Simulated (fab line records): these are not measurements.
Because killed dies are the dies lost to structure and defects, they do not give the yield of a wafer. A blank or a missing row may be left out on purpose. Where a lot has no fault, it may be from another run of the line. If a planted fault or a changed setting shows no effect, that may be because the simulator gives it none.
Which tool did it? | flow rit-cmos | Sampling: 13 lots, 39 wafers, 5 of 202 route steps

WHAT EACH GAUGE READ, for each wafer
RIT_GATE_THK_MEAS_07. Usual: for GATE_OXIDE_THK the level is 2.98 nm and the standard deviation is 0.051.
lot  | measured     | on            | GATE_OXIDE_THK (nm) | flag
L910 | day 2 11:13  | film-metro-01 | 3.00 2.95 3.07      |
L912 | day 2 23:40  | film-metro-02 | 3.02 2.96 3.03      |
L913 | day 3 06:58  | film-metro-02 | 3.02 2.96 3.00      |
L914 | day 3 14:08  | film-metro-01 | 2.87 2.93 2.91      |
L915 | day 3 16:28  | film-metro-02 | 2.89 2.97 2.92      |
L917 | day 4 05:22  | film-metro-02 | 3.01 3.01 3.08      |
L925 | day 5 20:23  | film-metro-01 | 3.00 3.02 3.05      |
L927 | day 6 03:20  | film-metro-01 | 2.94 2.94 2.98      |
L928 | day 6 11:01  | film-metro-03 | 2.96 3.03 3.03      |
L930 | day 6 17:40  | film-metro-03 | 2.96 2.98 2.97      |
L931 | day 7 00:00  | film-metro-01 | 2.93 3.04 3.00      |
L933 | day 7 06:28  | film-metro-03 | 2.94 2.95 3.07      |
L932 | day 18 14:57 | film-metro-01 | 2.99 3.00 2.96      |

RIT_GATE_CD_MEAS_16: target cd 150 nm. Usual: cd-nm reads 149.3 nm (standard deviation 2.5).
lot  | measured     | on        | cd-nm (nm)                          | flag
L910 | day 2 13:56  | cd-sem-01 | 150.6 155.2 156.6                   |
L912 | day 3 02:31  | cd-sem-01 | 148.9 151.2 151.1                   |
L913 | day 3 09:40  | cd-sem-01 | 145.8 147.9 146.0                   |
L914 | day 3 19:22  | cd-sem-01 | 144.2 145.0 149.2                   |
L915 | day 3 20:52  | cd-sem-01 | 146.7 147.5 147.3                   |
L917 | day 4 07:58  | cd-sem-01 | 162.1 161.0 162.7 162.7 161.6 162.9 | OFF
L925 | day 5 23:50  | cd-sem-01 | 149.2 150.0 148.3                   |
L927 | day 6 07:06  | cd-sem-02 | 149.2 150.4 149.3                   |
L928 | day 6 13:44  | cd-sem-01 | 148.5 148.3 151.4                   |
L930 | day 6 20:20  | cd-sem-02 | 147.6 146.4 148.9                   |
L931 | day 7 03:52  | cd-sem-02 | 152.2 151.7 151.3                   |
L933 | day 7 09:04  | cd-sem-02 | 149.6 149.6 148.5                   |
L932 | day 18 19:23 | cd-sem-02 | 149.2 149.8 148.1                   |

WHICH TOOL RAN EACH LOT (tool, then ch and the chambers of the sampled wafers, then the start)
lot  | RIT_NRETRO_STRIP_09                  | RIT_PRETRO_STRIP_09                  | RIT_GATE_EXPOSE_13
L910 | plasma-asher-02 ch 0,1, day 2 07:31  | plasma-asher-03 ch 0,1, day 2 09:11  | iline-stepper-01 ch 0, day 2 13:32
L912 | plasma-asher-02 ch 0,1, day 2 18:04  | plasma-asher-04 ch 1, day 2 19:37    | iline-stepper-01 ch 0, day 3 01:59
L913 | plasma-asher-04 ch 0,1, day 2 22:48  | plasma-asher-04 ch 0,1, day 3 00:21  | iline-stepper-02 ch 0, day 3 09:16
L914 | plasma-asher-03 ch 0,1, day 3 03:14  | plasma-asher-03 ch 0,1, day 3 04:47  | iline-stepper-01 ch 0, day 3 18:58
L915 | plasma-asher-03 ch 0,1, day 3 07:36  | plasma-asher-04 ch 0, day 3 09:13    | iline-stepper-01 ch 0, day 3 20:28
L917 | plasma-asher-04 ch 0,1, day 3 22:59  | plasma-asher-04 ch 0,1, day 4 00:44  | iline-stepper-01 ch 0, day 4 07:34
L925 | plasma-asher-04 ch 0,1, day 5 16:41  | plasma-asher-04 ch 0,1, day 5 18:14  | iline-stepper-01 ch 0, day 5 23:26
L927 | plasma-asher-04 ch 0,1, day 5 21:32  | plasma-asher-01 ch 0,1, day 5 23:15  | iline-stepper-01 ch 0, day 6 06:42
L928 | plasma-asher-04 ch 0, day 6 05:38    | plasma-asher-01 ch 0,1, day 6 07:11  | iline-stepper-02 ch 0, day 6 13:20
L930 | plasma-asher-04 ch 0,1, day 6 12:56  | plasma-asher-04 ch 0,1, day 6 14:32  | iline-stepper-01 ch 0, day 6 19:56
L931 | plasma-asher-03 ch 1, day 6 17:55    | plasma-asher-04 ch 0,1, day 6 19:44  | iline-stepper-02 ch 0, day 7 03:28
L933 | plasma-asher-02 ch 0,1, day 7 01:25  | plasma-asher-03 ch 0,1, day 7 03:21  | iline-stepper-02 ch 0, day 7 08:40
L932 | plasma-asher-03 ch 0,1, day 18 10:59 | plasma-asher-01 ch 0,1, day 18 12:52 | iline-stepper-01 ch 0, day 18 18:59
- RIT_NRETRO_STRIP_09: strips in O2, time 180 s.
- RIT_PRETRO_STRIP_09: strips in O2, time 180 s.
- RIT_GATE_EXPOSE_13: exposes mask M6, target cd 150 nm.

AS READ BY THE TOOLS THEMSELVES (means over the sampled wafers that have a number; for cases with no such wafer, the mark the record gives instead)
RIT_NRETRO_STRIP_09. Usual: drypump-motor-current-A reads 6.2 A (standard deviation 0.36).
lot  | tool            | drypump-motor-current-A (A) | flag
L910 | plasma-asher-02 | 5.8                         |
L912 | plasma-asher-02 | 5.8                         |
L913 | plasma-asher-04 | 6.1                         |
L914 | plasma-asher-03 | 6.6                         |
L915 | plasma-asher-03 | 6.5                         |
L917 | plasma-asher-04 | 6.1                         |
L925 | plasma-asher-04 | 6.1                         |
L927 | plasma-asher-04 | 6.1                         |
L928 | plasma-asher-04 | 6.0                         |
L930 | plasma-asher-04 | 6.1                         |
L931 | plasma-asher-03 | 6.3                         |
L933 | plasma-asher-02 | 5.8                         |
L932 | plasma-asher-03 | 6.6                         |

RIT_PRETRO_STRIP_09. Usual: drypump-motor-current-A reads 6.2 A (standard deviation 0.35).
lot  | tool            | drypump-motor-current-A (A) | flag
L910 | plasma-asher-03 | 6.5                         |
L912 | plasma-asher-04 | 6.2                         |
L913 | plasma-asher-04 | 6.1                         |
L914 | plasma-asher-03 | 6.6                         |
L915 | plasma-asher-04 | 6.0                         |
L917 | plasma-asher-04 | 6.1                         |
L925 | plasma-asher-04 | 6.1                         |
L927 | plasma-asher-01 | 6.2                         |
L928 | plasma-asher-01 | 6.2                         |
L930 | plasma-asher-04 | 6.1                         |
L931 | plasma-asher-04 | 6.1                         |
L933 | plasma-asher-03 | 6.6                         |
L932 | plasma-asher-01 | 5.9                         |

RIT_GATE_EXPOSE_13. Usual: stage-vel-mm-s 499.97 mm/s, standard deviation 0.27.
lot  | tool             | stage-vel-mm-s (mm/s) | flag
L910 | iline-stepper-01 | 499.75                |
L912 | iline-stepper-01 | 499.91                |
L913 | iline-stepper-02 | 499.97                |
L914 | iline-stepper-01 | 499.86                |
L915 | iline-stepper-01 | 499.83                |
L917 | iline-stepper-01 | 499.53                |
L925 | iline-stepper-01 | 500.12                |
L927 | iline-stepper-01 | 500.13                |
L928 | iline-stepper-02 | 500.15                |
L930 | iline-stepper-01 | 500.10                |
L931 | iline-stepper-02 | 500.12                |
L933 | iline-stepper-02 | 499.87                |
L932 | iline-stepper-01 | 499.94                |

THE ANSWER, worked out from the rows above alone
Rule: take the mean of a lot's wafers that have a number; if it is more than 3 standard deviations from the usual mean, the lot is off. Also off: a lot with no number at a reading for which 4 or more lots have one. The other lots that the step has rows for count as sound. After the gauges, taken in route order, come the tools' own readings; for these a lot's mean is taken, as printed above. The first step at which some lot is off is used, and at that step the reading that is off furthest; a lot without a number counts as furthest.
Off: L917 (RIT_GATE_CD_MEAS_16, cd-nm).
If a tool, at a process step before that reading, ran all the lots that are off and no sound lot after the first of them, it fits. The gauges at RIT_GATE_CD_MEAS_16 are tried like those tools. None of those tried fits.

WHAT THE SIMULATOR PUT IN
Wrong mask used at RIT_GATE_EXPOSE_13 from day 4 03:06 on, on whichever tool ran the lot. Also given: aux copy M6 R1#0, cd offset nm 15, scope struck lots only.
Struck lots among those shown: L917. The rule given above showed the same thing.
